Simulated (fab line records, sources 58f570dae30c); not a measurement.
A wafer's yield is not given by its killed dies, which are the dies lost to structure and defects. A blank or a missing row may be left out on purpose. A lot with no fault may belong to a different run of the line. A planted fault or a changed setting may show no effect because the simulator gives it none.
fab line records | flow berkeley-cmos170
record: lots: 14 | wafers: 42 | last-day: 13
route steps=331 shown PFIELD@87 SCREENOX@101 PVT@121 GATE@131
lots that met no fault: taken from a fault-free run of the same line
start-h: start of the lot's first displayed wafer, in hours after the record's first day | wait-h: hours from the lot's prior step to this one | " the same as in the row above | L1.1+2: one row covering several wafers at once | - either no value or no given start | * or withheld: withheld | < > ~ a bound
route shown NAME@n: names a module that has steps shown in the file, with the first one's number in the route | usual: the fault-free wafers' mean and standard deviation | same: alike in all rows | chamber/n: place in a boat | sites: readings site by site | _std_site: standard deviation across them | _edge_site: inner sites' mean taken away from outer sites' mean | radius-mm: for every site, how far away it sits from the centre of the wafer | mask NAME#n: copy n | behind: tool/chamber where the wafer was last shaped | hold: why the lot went on hold/how many hours it stayed there/how the hold came to an end | device: the n, p or np transistor that did not switch | end of line: the tests these same wafers got at the end of their route | where a step has no rows: the recipe by itself | killed: not the wafer's yield, but the dies lost to structure and defects at the first sort | map: a wafer's dies, x killed, . not, _ none there
set.NAME: the setting the step ran with; set.NAME@STEP: the setting that earlier step ran with | model.NAME: the simulator's own value behind a step, which no gauge read
the route's steps for a sample of lots (tables are steps, rows are wafers)
services: when a tool's chamber went out of use (start-h, in hours from the record's first day, below 0 if earlier), for how many hours, and the reason
== steps ==
step: UCB170_PFIELD_STRIP_08
recipe: chemistry: O2 | power-w: 400 | pressure-mtorr: 3500 | platen-temp-c: withheld | o2-flow-sccm: 400 | overash-fraction: 0.5
usual: drypump-motor-current-A: 5.6/0.36 | o2-flow-sccm: 400.1/1.2 | oes-product-au: 0.734/0.0047 | strip-time-to-endpoint-s: 21.62/0.065
lot.wafer | tool            | chamber | start-h | wait-h | drypump-motor-current-A | o2-flow-sccm | oes-product-au | rf-hours-counter-h | strip-time-to-endpoint-s
L804.3    | plasma-asher-04 | 1       | 105.08  | 0.1    | 5.9                     | 400.7        | 0.736          | -                  | 21.65
L804.5    | "               | 0       | "       | "      | 6.2                     | 400.8        | 0.728          | -                  | 21.65
L804.6    | "               | 1       | "       | "      | 5.9                     | 399.5        | 0.731          | -                  | 21.64
L805.3    | plasma-asher-01 | 1       | 105.36  | 0.1    | 5.1                     | 400.5        | 0.731          | -                  | 21.73
L805.4    | "               | 0       | "       | "      | 5.2                     | 399.1        | 0.742          | -                  | 21.67
L805.6    | "               | 0       | "       | "      | 5.2                     | 402.6        | 0.738          | -                  | 21.59
L803.1    | plasma-asher-04 | 1       | 105.58  | 0.1    | 5.9                     | 399.8        | 0.735          | 38                 | 21.68
L803.2    | "               | 0       | "       | "      | 6.2                     | 399.7        | 0.726          | 38                 | 21.72
L803.4    | "               | 1       | "       | "      | 5.9                     | 400.6        | 0.738          | -                  | 21.69
L808.1    | plasma-asher-04 | 0       | 116.41  | 0.1    | 6.3                     | 400.5        | 0.738          | 40                 | 21.49
L808.5    | "               | 0       | "       | "      | 6.3                     | 400.3        | 0.741          | -                  | 21.50
L808.6    | "               | 1       | "       | "      | 5.9                     | 401.1        | 0.739          | -                  | 21.57
L806.1    | plasma-asher-01 | 1       | 116.70  | 0.1    | 5.1                     | 399.4        | 0.735          | 41                 | 21.72
L806.2    | "               | 0       | "       | "      | 5.2                     | 401.1        | 0.742          | 41                 | 21.70
L806.4    | "               | 0       | "       | "      | 5.2                     | 400.8        | 0.729          | -                  | 21.63
L809.2    | plasma-asher-01 | 0       | 128.26  | 0.1    | 5.2                     | 399.5        | 0.737          | 42                 | 21.60
L809.4    | "               | 0       | "       | "      | 5.3                     | 399.4        | 0.731          | -                  | 21.62
L809.6    | "               | 0       | "       | "      | 5.3                     | 400.5        | 0.737          | -                  | 21.65
L810.2    | plasma-asher-03 | 1       | 128.66  | 0.1    | 5.7                     | 400.7        | 0.736          | 30                 | 21.60
L810.4    | "               | 0       | "       | "      | 5.7                     | 400.8        | 0.735          | -                  | 21.68
L810.5    | "               | 1       | "       | "      | 5.8                     | 400.1        | 0.732          | -                  | 21.68
L812.1    | plasma-asher-01 | 1       | 143.48  | 0.1    | 5.1                     | 398.5        | 0.743          | 43                 | 21.58
L812.5    | "               | 0       | "       | "      | 5.2                     | 398.8        | 0.738          | -                  | 21.64
L812.6    | "               | 1       | "       | "      | 5.1                     | 398.8        | 0.729          | -                  | 21.61
L811.1    | plasma-asher-03 | 0       | 143.52  | 0.1    | 5.6                     | 398.7        | 0.729          | 31                 | 21.68
L811.4    | "               | 0       | "       | "      | 5.7                     | 397.9        | 0.737          | -                  | 21.59
L811.6    | "               | 1       | "       | "      | 5.7                     | 400.8        | 0.728          | -                  | 21.66
L815.2    | plasma-asher-01 | 0       | 149.07  | 0.1    | 5.2                     | 402.3        | 0.737          | 44                 | 21.66
L815.3    | "               | 1       | "       | "      | 5.1                     | 399.5        | 0.735          | -                  | 21.66
L815.6    | "               | 0       | "       | "      | 5.2                     | 400.8        | 0.739          | -                  | 21.62
L816.3    | plasma-asher-03 | 0       | 163.55  | 0.1    | 5.7                     | 398.6        | 0.732          | -                  | 21.68
L816.4    | "               | 1       | "       | "      | 5.8                     | 399.5        | 0.727          | -                  | 21.65
L816.6    | "               | 1       | "       | "      | 5.7                     | 400.5        | 0.734          | -                  | 21.64
L819.3    | plasma-asher-03 | 1       | 171.25  | 0.1    | 5.8                     | 400.2        | 0.738          | -                  | 21.70
L819.5    | "               | 0       | "       | "      | 5.7                     | 399.8        | 0.732          | -                  | 21.62
L819.6    | "               | 1       | "       | "      | 5.7                     | 398.6        | 0.727          | -                  | 21.66
L818.3    | plasma-asher-04 | 0       | 171.33  | 0.1    | 6.2                     | 398.9        | 0.733          | -                  | 21.43
L818.4    | "               | 1       | "       | "      | 5.9                     | 401.0        | 0.733          | -                  | 21.42
L818.6    | "               | 0       | "       | "      | 6.2                     | 399.1        | 0.738          | -                  | 21.46
L826.1    | plasma-asher-01 | 0       | 209.69  | 0.1    | 5.2                     | 400.2        | 0.739          | 51                 | 21.54
L826.3    | "               | 0       | "       | "      | 5.2                     | 400.0        | 0.727          | -                  | 21.58
L826.6    | "               | 1       | "       | "      | 5.1                     | 398.8        | 0.737          | -                  | 21.57
step: UCB170_SCREENOX_OXIDATION_01
recipe: temp-c: 900 | ambient: O2 | target-thk-a: 144 | ox-time-s: 2400
usual: spike-tc-centre-C: 902.2/1.1 | spike-tc-load-C: 923.1/1.4 | spike-tc-source-C: 925.0/1.7 | tube-center-temp-C: 900.00/0.096 | tube_center_temp_C_max: 902.4/0.39 | zone-power-centre-pct: 39.9/2.2
lot.wafer | tool       | chamber | start-h | wait-h | spike-tc-centre-C | spike-tc-load-C | spike-tc-source-C | tube-center-temp-C | tube_center_temp_C_max | zone-power-centre-pct
L803.1    | furnace-01 | 0       | 130.97  | 3.5    | 901.4             | 923.3           | 926.1             | 899.91             | 902.8                  | 36.9
L803.2    | "          | 0       | "       | "      | 901.2             | 921.0           | 925.4             | 899.86             | 902.0                  | 37.0
L803.4    | "          | 0       | "       | "      | 902.6             | 921.2           | 925.6             | 900.04             | 902.5                  | 37.2
L804.3    | furnace-01 | 0       | 130.97  | 3.5    | 902.4             | 921.4           | 924.9             | 899.89             | 901.9                  | 37.8
L804.5    | "          | 0       | "       | "      | 902.9             | 923.1           | 927.4             | 899.94             | 902.1                  | 38.0
L804.6    | "          | 0       | "       | "      | 901.3             | 920.8           | 924.5             | 900.19             | 902.1                  | 36.9
L805.3    | furnace-01 | 0       | 130.97  | 3.5    | 901.7             | 921.8           | 926.5             | 899.97             | 902.1                  | 37.9
L805.4    | "          | 0       | "       | "      | 900.7             | 921.4           | 926.4             | 900.13             | 902.3                  | 37.4
L805.6    | "          | 0       | "       | "      | 901.9             | 922.5           | 927.2             | 900.00             | 903.2                  | 37.2
L806.1    | furnace-01 | 0       | 141.97  | 3.3    | 903.5             | 920.0           | 927.4             | 900.04             | 902.2                  | 37.3
L806.2    | "          | 0       | "       | "      | 900.9             | 920.2           | 927.9             | 899.94             | 901.9                  | 38.0
L806.4    | "          | 0       | "       | "      | 902.7             | 922.6           | 924.3             | 900.15             | 903.0                  | 36.9
L808.1    | furnace-01 | 0       | 141.97  | 3.3    | 901.8             | 921.4           | 927.0             | 899.84             | 902.1                  | 36.7
L808.5    | "          | 0       | "       | "      | 902.4             | 921.7           | 926.4             | 899.97             | 902.5                  | 37.4
L808.6    | "          | 0       | "       | "      | 901.9             | 922.1           | 924.8             | 899.89             | 902.6                  | 37.6
L809.2    | furnace-04 | 0       | 155.36  | 3.4    | 903.2             | 922.6           | 923.8             | 899.95             | 902.9                  | 41.5
L809.4    | "          | 0       | "       | "      | 902.4             | 923.7           | 925.9             | 899.90             | 901.8                  | 42.3
L809.6    | "          | 0       | "       | "      | 902.2             | 922.5           | 924.3             | 900.05             | 902.6                  | 41.2
L810.2    | furnace-04 | 0       | 155.36  | 3.4    | 903.6             | 925.0           | 925.8             | 900.07             | 902.6                  | 41.9
L810.4    | "          | 0       | "       | "      | 901.2             | 924.6           | 923.2             | 900.14             | 903.1                  | 42.1
L810.5    | "          | 0       | "       | "      | 902.3             | 922.1           | 926.9             | 900.03             | 903.2                  | 41.9
L811.1    | furnace-04 | 0       | 165.04  | 1.1    | 902.1             | 924.9           | 924.8             | 899.98             | 902.0                  | 42.0
L811.4    | "          | 0       | "       | "      | 902.5             | 924.1           | 923.4             | 899.92             | 902.1                  | 41.0
L811.6    | "          | 0       | "       | "      | 903.0             | 925.0           | 923.9             | 899.99             | 902.5                  | 42.2
L812.1    | furnace-04 | 0       | 165.04  | 1.1    | 903.2             | 925.0           | 924.4             | 900.00             | 902.8                  | 42.2
L812.5    | "          | 0       | "       | "      | 901.7             | 923.9           | 924.6             | 899.98             | 902.5                  | 42.3
L812.6    | "          | 0       | "       | "      | 901.0             | 924.2           | 925.4             | 900.18             | 903.0                  | 41.5
L815.2    | furnace-01 | 0       | 172.92  | 3.1    | 900.7             | 922.0           | 926.2             | 900.13             | 902.5                  | 37.9
L815.3    | "          | 0       | "       | "      | 900.3             | 922.5           | 924.5             | 899.91             | 902.6                  | 37.0
L815.6    | "          | 0       | "       | "      | 900.9             | 922.0           | 927.2             | 899.95             | 902.8                  | 37.5
L816.3    | furnace-04 | 0       | 186.92  | 3.7    | 902.6             | 924.4           | 926.2             | 899.97             | 902.3                  | 41.7
L816.4    | "          | 0       | "       | "      | 903.3             | 923.6           | 925.1             | 899.95             | 902.2                  | 41.9
L816.6    | "          | 0       | "       | "      | 902.7             | 925.5           | 925.5             | 899.88             | 902.0                  | 41.6
L818.3    | furnace-04 | 0       | 198.29  | 3.4    | 876.7             | 897.2           | 896.1             | 872.68             | 874.3                  | 40.1
L818.4    | "          | 0       | "       | "      | 873.6             | 896.6           | 896.7             | 872.86             | 875.2                  | 40.3
L818.6    | "          | 0       | "       | "      | 873.5             | 896.6           | 895.4             | 872.53             | 874.6                  | 40.1
L819.3    | furnace-04 | 0       | 198.29  | 3.4    | 874.8             | 897.2           | 899.0             | 872.83             | 875.1                  | 40.4
L819.5    | "          | 0       | "       | "      | 876.3             | 896.7           | 896.2             | 872.69             | 875.1                  | 40.0
L819.6    | "          | 0       | "       | "      | 875.2             | 896.2           | 897.3             | 872.69             | 874.7                  | 41.4
L826.1    | furnace-02 | 0       | 240.27  | 5.1    | 906.0             | 920.6           | 919.4             | 899.85             | 902.6                  | 37.7
L826.3    | "          | 0       | "       | "      | 902.3             | 919.4           | 918.3             | 899.92             | 902.2                  | 37.1
L826.6    | "          | 0       | "       | "      | 904.8             | 920.9           | 919.4             | 900.00             | 902.0                  | 37.5
step: UCB170_SCREENOX_THK_MEAS_02
recipe: reads: SiO2_of_SCREENOX_OXIDATION_01
usual: SCREENOX_OXIDE_THK: 14.41/0.24
lot.wafer | tool          | chamber | start-h | wait-h | SCREENOX_OXIDE_THK[nm]
L803.1    | film-metro-04 | -       | 132.64  | 0.0    | 14.01
L803.2    | "             | -       | "       | "      | 13.99
L803.4    | "             | -       | "       | "      | 13.72
L804.3    | film-metro-02 | -       | 132.66  | 0.0    | 14.31
L804.5    | "             | -       | "       | "      | 14.68
L804.6    | "             | -       | "       | "      | 14.27
L805.3    | film-metro-01 | -       | 132.66  | 0.0    | 13.81
L805.4    | "             | -       | "       | "      | 14.11
L805.6    | "             | -       | "       | "      | 14.07
L806.1    | film-metro-02 | -       | 143.64  | 0.0    | 14.33
L806.2    | "             | -       | "       | "      | 14.06
L806.4    | "             | -       | "       | "      | 14.59
L808.1    | film-metro-01 | -       | 143.68  | 0.0    | 14.65
L808.5    | "             | -       | "       | "      | 14.40
L808.6    | "             | -       | "       | "      | 14.35
L809.2    | film-metro-01 | -       | 157.04  | 0.0    | 14.14
L809.4    | "             | -       | "       | "      | 14.13
L809.6    | "             | -       | "       | "      | 14.14
L810.2    | film-metro-04 | -       | 157.04  | 0.0    | 14.38
L810.4    | "             | -       | "       | "      | 14.32
L810.5    | "             | -       | "       | "      | 14.36
L811.1    | film-metro-04 | -       | 166.71  | 0.0    | 14.32
L811.4    | "             | -       | "       | "      | 14.33
L811.6    | "             | -       | "       | "      | 14.27
L812.1    | film-metro-02 | -       | 166.71  | 0.0    | 14.39
L812.5    | "             | -       | "       | "      | 14.39
L812.6    | "             | -       | "       | "      | 14.42
L815.2    | film-metro-04 | -       | 174.60  | 0.0    | 14.60
L815.3    | "             | -       | "       | "      | 14.58
L815.6    | "             | -       | "       | "      | 14.46
L816.3    | film-metro-01 | -       | 188.61  | 0.0    | 14.39
L816.4    | "             | -       | "       | "      | 14.63
L816.6    | "             | -       | "       | "      | 14.40
L819.3    | film-metro-01 | -       | 199.97  | 0.0    | 10.54
L819.5    | "             | -       | "       | "      | 10.99
L819.6    | "             | -       | "       | "      | 10.67
L818.3    | film-metro-04 | -       | 200.03  | 0.1    | 10.43
L818.4    | "             | -       | "       | "      | 10.48
L818.6    | "             | -       | "       | "      | 10.67
L826.1    | film-metro-04 | -       | 241.94  | 0.0    | 14.54
L826.3    | "             | -       | "       | "      | 14.59
L826.6    | "             | -       | "       | "      | 14.48
step: UCB170_PVT_OVL_MEAS_06
usual: PVT_OVL: 3/5.2
lot.wafer | tool       | chamber | start-h | wait-h | PVT_OVL[nm]
L804.3    | overlay-02 | -       | 142.56  | -      | 2
L804.5    | "          | -       | "       | "      | 4
L804.6    | "          | -       | "       | "      | 10
L803.1    | overlay-02 | -       | 142.78  | -      | -3
L803.2    | "          | -       | "       | "      | -5
L803.4    | "          | -       | "       | "      | -1
L805.3    | overlay-02 | -       | 143.03  | -      | 4
L805.4    | "          | -       | "       | "      | 1
L805.6    | "          | -       | "       | "      | 1
L806.1    | overlay-02 | -       | 151.79  | -      | 7
L806.2    | "          | -       | "       | "      | -4
L806.4    | "          | -       | "       | "      | 2
L808.1    | overlay-02 | -       | 152.22  | -      | -9
L808.5    | "          | -       | "       | "      | -5
L808.6    | "          | -       | "       | "      | -2
L809.2    | overlay-02 | -       | 165.99  | -      | -5
L809.4    | "          | -       | "       | "      | 1
L809.6    | "          | -       | "       | "      | -6
L810.2    | overlay-02 | -       | 166.54  | -      | 9
L810.4    | "          | -       | "       | "      | 1
L810.5    | "          | -       | "       | "      | 5
L811.1    | overlay-02 | -       | 174.42  | -      | 7
L811.4    | "          | -       | "       | "      | 0
L811.6    | "          | -       | "       | "      | 3
L812.1    | overlay-02 | -       | 176.52  | -      | 0
L812.5    | "          | -       | "       | "      | 7
L812.6    | "          | -       | "       | "      | 5
L815.2    | overlay-02 | -       | 185.22  | -      | 0
L815.3    | "          | -       | "       | "      | -6
L815.6    | "          | -       | "       | "      | -2
L816.3    | overlay-02 | -       | 197.64  | -      | 9
L816.4    | "          | -       | "       | "      | 0
L816.6    | "          | -       | "       | "      | -8
L818.3    | overlay-01 | -       | 208.52  | -      | 2
L818.4    | "          | -       | "       | "      | 3
L818.6    | "          | -       | "       | "      | 5
L819.3    | overlay-02 | -       | 208.80  | -      | -6
L819.5    | "          | -       | "       | "      | 5
L819.6    | "          | -       | "       | "      | -5
L826.1    | overlay-01 | -       | 250.41  | -      | -1
L826.3    | "          | -       | "       | "      | 7
L826.6    | "          | -       | "       | "      | 8
step: UCB170_GATE_THK_MEAS_05
recipe: reads: poly-Si_of_GATE_CVD_04
usual: GATE_POLY_THK: 214.9/1.8
lot.wafer | tool          | chamber | start-h | wait-h | GATE_POLY_THK[nm]
L803.1    | film-metro-03 | -       | 156.20  | 0.0    | 213.0
L803.2    | "             | -       | "       | "      | 214.4
L803.4    | "             | -       | "       | "      | 211.8
L804.3    | film-metro-02 | -       | 156.22  | 0.0    | 214.1
L804.5    | "             | -       | "       | "      | 212.6
L804.6    | "             | -       | "       | "      | 212.6
L805.3    | film-metro-04 | -       | 156.22  | 0.0    | 213.4
L805.4    | "             | -       | "       | "      | 214.4
L805.6    | "             | -       | "       | "      | 213.9
L806.1    | film-metro-04 | -       | 163.30  | 0.0    | 211.9
L806.2    | "             | -       | "       | "      | 210.1
L806.4    | "             | -       | "       | "      | 210.4
L808.1    | film-metro-03 | -       | 163.30  | 0.0    | 217.6
L808.5    | "             | -       | "       | "      | 215.5
L808.6    | "             | -       | "       | "      | 217.5
L809.2    | film-metro-04 | -       | 180.21  | 0.0    | 217.2
L809.4    | "             | -       | "       | "      | 218.9
L809.6    | "             | -       | "       | "      | 216.3
L810.2    | film-metro-03 | -       | 180.21  | 0.0    | 214.8
L810.4    | "             | -       | "       | "      | 215.6
L810.5    | "             | -       | "       | "      | 215.6
L811.1    | film-metro-03 | -       | 188.59  | 0.0    | 216.4
L811.4    | "             | -       | "       | "      | 215.9
L811.6    | "             | -       | "       | "      | 217.0
L812.1    | film-metro-04 | -       | 188.59  | 0.0    | 217.0
L812.5    | "             | -       | "       | "      | 217.0
L812.6    | "             | -       | "       | "      | 216.9
L815.2    | film-metro-03 | -       | 199.05  | 0.0    | 214.4
L815.3    | "             | -       | "       | "      | 214.8
L815.6    | "             | -       | "       | "      | 213.2
L816.3    | film-metro-03 | -       | 208.59  | 0.0    | 213.7
L816.4    | "             | -       | "       | "      | 214.9
L816.6    | "             | -       | "       | "      | 214.1
L818.3    | film-metro-03 | -       | 226.33  | 0.0    | 215.9
L818.4    | "             | -       | "       | "      | 216.3
L818.6    | "             | -       | "       | "      | 216.3
L819.3    | film-metro-02 | -       | 226.33  | 0.0    | 214.0
L819.5    | "             | -       | "       | "      | 216.1
L819.6    | "             | -       | "       | "      | 214.8
L826.1    | film-metro-03 | -       | 260.57  | 0.0    | 213.2
L826.3    | "             | -       | "       | "      | 213.5
L826.6    | "             | -       | "       | "      | 211.2
== services ==
tool            | chamber | start-h | hours | kind
plasma-asher-03 | -       | 96.61   | 22.0  | pm
plasma-asher-04 | -       | 102.74  | 0.4   | repair
plasma-asher-04 | -       | 104.12  | 0.6   | repair
furnace-01      | -       | 146.34  | 3.8   | pm
plasma-asher-03 | -       | 150.70  | 2.0   | repair
plasma-asher-03 | -       | 235.65  | 2.8   | pm
== key ==
first-sign: step: UCB170_SCREENOX_OXIDATION_01 | reading: tube-center-temp-C | direction: down | sigmas: 99+ | usual: * | struck: *
effect: step: UCB170_SCREENOX_OXIDATION_01 | reading: tube_center_temp_C_max | direction: down | sigmas: 71 | usual: * | struck: *
effect: step: UCB170_SCREENOX_THK_MEAS_02 | reading: SCREENOX_OXIDE_THK | direction: down | sigmas: 16 | usual: 14.41 | struck: 10.63
met-at UCB170_SCREENOX_OXIDATION_01
struck-lots L818,L819
rows-end L818.3,L818.4,L818.6
sort-left-out L819.3,L819.5,L819.6
tester-left-out L819
not-acting-at UCB170_PFIELD_STRIP_08,UCB170_PVT_OVL_MEAS_06,UCB170_GATE_THK_MEAS_05
onset-between 186.92 198.29
fault: kind: process-parameter-drift | tool: furnace-04 | chamber: - | onset-h: 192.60 | steps: UCB170_SCREENOX_OXIDATION_01 | channel: temp-c | offset: * | shape: step | end-h: 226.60 | acts-in: * | stated: *
tester-left-out: of these lots the tester's yield and bins aren't shown, on N5 and GAA mostly nor the transistor test; their killed dies are dies lost to structure and defects alone, not to doping, threshold or leakage, so they don't give the yield
sort-left-out: the simulated sort isn't trusted on such a fault, so these wafers' sort isn't shown, and their yield isn't known
rows-end: these wafers met a further fault down the route, and their rows from its step on are left out
